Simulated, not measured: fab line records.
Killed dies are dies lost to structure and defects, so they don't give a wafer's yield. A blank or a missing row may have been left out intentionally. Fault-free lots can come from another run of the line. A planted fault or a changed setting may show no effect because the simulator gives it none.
The tool behind it: which one? | flow berkeley cmos170 | 7 lots, 21 wafers sampled, at 2 steps of a route of 331

WHAT THE GAUGES READ, wafer by wafer
UCB170_NLDD_TW_MEAS_11.
lot  | measured     | on            | NLDD_TW
L191 | day 6 20:39  | film metro-04 | 2253 2255 2251
L194 | day 7 13:37  | film metro-03 | 2225 2223 2219
L197 | day 7 13:54  | film metro-03 | 2220 2235 2226
L201 | day 8 11:56  | film metro-04 | 2256 2260 2263
L204 | day 9 06:01  | film metro-03 | 2221 2231 2232
L212 | day 10 15:47 | film metro-01 | 2415 2429 2416 2420 2420 2418
L213 | day 11 03:16 | film metro-01 | 2218 2218 2219

WHAT TOOL EACH LOT RAN ON (gives the tool, then ch and the chambers of the sampled wafers, and finally the start)
lot  | UCB170_NLDD_IMPLANT_08
L191 | implanter-01 ch 0, day 6 20:16
L194 | implanter-03 ch 0, day 7 13:13
L197 | implanter-03 ch 0, day 7 13:30
L201 | implanter-01 ch 0, day 8 11:32
L204 | implanter-03 ch 0, day 9 05:38
L212 | implanter-03 ch 0, day 10 15:23
L213 | implanter-02 ch 0, day 11 02:54
- UCB170_NLDD_IMPLANT_08

THE ANSWER, worked out from the rows above alone
Rule: usual is defined by the lots themselves. The widest of any qualifying gaps counts: lots, ordered by their means at a reading, are off when they make up no more than a third of the lots, leave a main group of 4 or more, and stand apart from it by 3 or more times the standard deviation of that group's means. The tables above print the reading to a certain number of digits; a main group whose means all agree to those digits is not used. A lot without any number at a reading at which 4 lots or more have one is off too. Where the step has rows for the other lots, those lots are counted as sound.
Off: at UCB170_NLDD_TW_MEAS_11 (NLDD_TW), L212. Mean 2235 and standard deviation 16 in the main group.
A tool fits if, at a process step before that reading, it ran every lot that is off, and no sound lot after the first of them. Those tools and the gauges at UCB170_NLDD_TW_MEAS_11 are tried in the same way. One fits: UCB170_NLDD_IMPLANT_08 on implanter-03. Its last sound lot is L204 (day 9 05:38), its first lot that is off L212 (day 10 15:23): a fault that began between those two fits.

WHAT THE SIMULATOR PUT IN
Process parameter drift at UCB170_NLDD_IMPLANT_08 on implanter-03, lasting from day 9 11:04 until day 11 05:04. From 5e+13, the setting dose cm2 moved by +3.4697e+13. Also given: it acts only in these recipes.
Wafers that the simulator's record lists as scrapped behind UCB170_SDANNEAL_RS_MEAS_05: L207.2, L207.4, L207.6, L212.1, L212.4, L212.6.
Struck lots among those shown: L212. Same finding as the rule above.
